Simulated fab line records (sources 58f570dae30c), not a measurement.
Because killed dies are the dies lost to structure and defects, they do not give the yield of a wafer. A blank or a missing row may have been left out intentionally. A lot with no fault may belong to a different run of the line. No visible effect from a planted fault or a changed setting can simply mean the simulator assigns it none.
Struck lot and sound lot, side by side / flow berkeley_cmos170 / 15 out of 331 route steps
Sound: the wafers L702.1, L702.2, L702.3. The struck wafers were L697.2, L697.5, L697.6. The cause comes at the end.
Order at every step that has rows: each side's tool, ch and its chambers, its first start. Under that, the readings that differ: sound wafers / struck wafers / difference of the means / sigmas: that difference in standard deviations of wafers without a fault.
alike: words and numbers the same on both sides, and readings whose means are apart by under 2 such deviations; not compared: readings that were withheld, readings missing a value for some wafer, numbers with overlapping values and no deviation given by the record, and bounds like >300 which may hide the same value.
The two part at a step that has a row with sigmas, a row that says differs or no value, or rows on one side only. Numbers that have no deviation but don't overlap get no sigmas and don't part them. A reading missing from all wafers of one side parts the sides only when that side holds two or more wafers.

UCB170_V2_CMP_02: polishes SiO2.
  sound on cmp-01 ch 1,2,3, day 10 12:00; struck on cmp-02 ch 0,3, day 9 03:31
  alike: motor_current_A, platen_rpm
UCB170_V2_BOW_MEAS_03:
  struck on film_metro-02, day 9 03:47; sound on film_metro-03, day 10 12:15
  alike: V2_BOW
UCB170_V2_THK_MEAS_04:
  struck on film_metro-02, day 9 03:54; sound on film_metro-03, day 10 12:22
  alike: V2_POLISHED_THK
then, 7 steps without rows for these wafers: UCB170_V2_CLEAN_05 (cleans in DIW); UCB170_V2_HMDS_06 (prime time 60 s); UCB170_V2_COAT_07 (resist thk 900 nm); UCB170_V2_SOFTBAKE_08 (time 60 s); UCB170_V2_EXPOSE_09 (exposes mask VIA2, target cd 700 nm); UCB170_V2_PEB_10; UCB170_V2_DEVELOP_11 (develop time 45 s).
UCB170_V2_CD_MEAS_12: target cd 700 nm.
  struck on cd_sem-02, day 9 05:35; sound on cd_sem-02, day 10 14:05
  alike: cd_nm
UCB170_V2_OVL_MEAS_13:
  struck on overlay-01, day 9 05:41; sound on overlay-02, day 10 14:12
  alike: V2_OVL
UCB170_V2_ETCH_14: etches SiO2 in CHF3/CF4/Ar, stops on Al, target depth 1250 nm, time 291 s.
  sound on rie_diel-01 ch 0,2,3, day 10 14:14; struck on rie_diel-02 ch 1,2, day 9 05:43
  no value came back on the struck wafers for any of 7 readings (CHF3_flow_sccm (sccm), cf4_flow_sccm (sccm) and others); on the sound wafers CHF3_flow_sccm (sccm) reads 44.78 45.15 44.57
reading=model.KrF_of_V2_COAT_07.thk_nm (nm); sound=616.3 606.2 618.2; struck=886.2 886.6 887.7; difference=+273.3; sigmas=
UCB170_V2_STRIP_15: strips in O2.
  sound on plasma_asher-03 ch 0,1, day 10 14:25; struck on plasma_asher-01 ch 0,1, day 9 05:54
reading=strip_time_to_endpoint_s (s); sound=15.46 15.21 15.49; struck=21.63 21.65 21.68; difference=+6.27; sigmas=+39
  alike: drypump_motor_current_A, oes_product_au
  not compared: rf_hours_counter_h
UCB170_V2_CD_MEAS_90: target cd 700 nm.
  struck on cd_sem-01, day 9 06:01; sound on cd_sem-02, day 10 14:47
reading=cd_nm (nm); sound=696.6 699.0 700.6; struck=- - -; difference=no value on the struck wafers; sigmas=

## WHERE THEY PART
First at UCB170_V2_ETCH_14; last, within this record, at UCB170_V2_CD_MEAS_90.

WHY: what had been put in by the simulator
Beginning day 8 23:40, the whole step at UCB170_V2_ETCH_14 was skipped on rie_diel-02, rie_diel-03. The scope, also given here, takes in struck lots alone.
